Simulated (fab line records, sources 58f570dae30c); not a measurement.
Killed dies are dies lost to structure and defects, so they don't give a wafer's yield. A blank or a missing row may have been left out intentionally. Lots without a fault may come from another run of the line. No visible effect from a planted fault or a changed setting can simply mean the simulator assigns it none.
The same fault as seen by 2 desks -- flow berkeley-cmos170 -- only its own numbers are on each desk; what lay behind them is given at the end

## AT THE TOOL OWNER'S DESK: implanter-01
UCB170_PVT_IMPLANT_07, tool's own readings: per-lot mean of the sampled wafers with a number, covering each lot this tool ran. A lot is out of limits, marked OUT, if its mean lies more than 4 standard deviations from the usual mean; the brackets give that distance.
Columns: A = dose-ions-cm2 at UCB170_PVT_IMPLANT_07, usual 2.0005e+12; B = faraday-current-uA at UCB170_PVT_IMPLANT_07, usual 6.35
lot,first seen here,A,B
L661,day 7 02:47,2.0002e+12,6.28
L667,day 7 10:47,2.0036e+12,6.36
L665,day 7 15:37,2.0016e+12,6.28
L671,day 8 11:13,1.7591e+12 (-99 or more) OUT,5.58 (-7.0) OUT
L675,day 9 01:26,1.7639e+12 (-99 or more) OUT,5.62 (-6.6) OUT
L673,day 9 01:59,1.7597e+12 (-99 or more) OUT,5.70 (-5.9) OUT
Finding of this desk: L671, L673, L675 out of limits; the first was L671 at day 8 11:13, on dose-ions-cm2 at UCB170_PVT_IMPLANT_07. In limits: L661, L667, L665.

## AT THE METROLOGY DESK
Means of the sampled wafers that have a number, per lot and without regard to the tool the lot ran on: this is what the gauges read. A lot is out of limits, marked OUT, if its mean lies more than 4 standard deviations from the usual mean; the brackets give that distance.
Columns: A = ACTIVE_NITRIDE_THK at UCB170_ACTIVE_THK_MEAS_06, usual 220.3 nm; B = cd-nm at UCB170_ACTIVE_CD_MEAS_90, usual 1199.9 nm; C = PVT_TW at UCB170_PVT_TW_MEAS_09, usual 507
lot,first seen here,A,B,C
L662,day 5 06:22,216.8,1200.0,512
L664,day 5 06:22,221.7,1200.8,500
L661,day 5 06:23,221.8,1199.7,516
L663,day 5 06:26,217.7,1198.7,516
L666,day 5 17:50,218.8,1201.5,500
L667,day 5 17:50,220.8,1199.7,500
L665,day 5 17:51,219.8,1200.2,513
L671,day 6 19:15,219.1,1199.9,486 (-4.2) OUT
L674,day 7 10:26,220.3,1199.0,507
L673,day 7 10:29,221.8,1200.0,490
L675,day 7 10:32,220.7,1199.8,489
L678,day 8 05:52,219.5,1199.6,504
L679,day 8 05:52,220.2,1197.7,510
L680,day 8 13:43,221.6,1200.8,509
L682,day 9 05:20,222.2,1197.6,501
This desk's finding: out of limits on L671; first on L671, day 8 11:25 (PVT_TW at UCB170_PVT_TW_MEAS_09). In limits: L662, L664, L661, L663, L666, L667, L665, L674, L673, L675, L678, L679, L680, L682.

## BROUGHT TOGETHER
On L671, L673, L675, at day 8 11:13, an alarm was possible from the tool owner's desk.
An alarm was possible from the metrology desk at day 8 11:25, on L671.
The metrology desk has L673, L675 on record, within its limits.
Of the lots named, all ran UCB170_PVT_IMPLANT_07 on implanter-01.

## WHAT THE SIMULATOR HAD INSERTED
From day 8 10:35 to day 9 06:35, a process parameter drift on implanter-01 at UCB170_PVT_IMPLANT_07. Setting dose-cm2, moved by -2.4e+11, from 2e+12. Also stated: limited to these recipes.
Struck lots among those shown: L671, L673, L675.
Hours from the fault's start to each desk's first reading out of limits: the tool owner's desk, 1; the metrology desk, 1.
